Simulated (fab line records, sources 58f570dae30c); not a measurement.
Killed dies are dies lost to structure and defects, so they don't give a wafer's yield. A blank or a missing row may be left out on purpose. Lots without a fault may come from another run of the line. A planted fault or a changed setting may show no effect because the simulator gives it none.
One fault seen from 2 desks | flow berkeley_cmos170 | each desk has only its own numbers; what lay behind them comes last

THE METROLOGY DESK
What the gauges read, lot by lot, whatever tool the lot ran on: means of the sampled wafers that have a number. A lot is out of limits, marked OUT, if its mean lies more than 4 standard deviations from the usual mean; the brackets give that distance.
Columns: A = cd_nm at UCB170_M1_CD_MEAS_09, usual 700.2 nm; B = M1_OVL at UCB170_M1_OVL_MEAS_10, usual 0 nm; C = cd_nm at UCB170_M1_CD_MEAS_90, usual 700.8 nm; D = V1_TEOS_THK at UCB170_V1_THK_MEAS_01, usual 2000 nm
lot  | first seen here | A     | B  | C     | D
L523 | day 9 10:35     | 700.5 | -1 | 701.4 | 1991
L521 | day 9 11:04     | 699.6 | -1 | 699.9 | 2010
L533 | day 11 22:32    | 701.5 | -2 | 701.0 | 2046
L537 | day 13 03:41    | 701.7 | 4  | 700.0 | 2029
L536 | day 13 05:24    | 701.1 | 6  | 701.1 | 1983
This desk's finding: nothing out of limits on any of the 5 lots.

THE TOOL OWNER'S DESK: pecvd-03
The tool's own readings at UCB170_V1_CVD_00 (deposits SiO2 from TEOS/O2, target thk 2000 nm, time 250 s): means of the sampled wafers that have a number, for each lot that ran on this tool. A lot is out of limits, marked OUT, if its mean lies more than 4 standard deviations from the usual mean; the brackets give that distance.
Columns: A = heater_power_w at UCB170_V1_CVD_00, usual 257 W
lot  | first seen here | A
L523 | day 9 12:50     | 285
L533 | day 12 00:25    | 270
This desk's finding: nothing out of limits on any of the 2 lots.

PUT TOGETHER
The metrology desk saw nothing out of limits.
The tool owner's desk saw nothing out of limits.

WHAT THE SIMULATOR HAD PUT IN
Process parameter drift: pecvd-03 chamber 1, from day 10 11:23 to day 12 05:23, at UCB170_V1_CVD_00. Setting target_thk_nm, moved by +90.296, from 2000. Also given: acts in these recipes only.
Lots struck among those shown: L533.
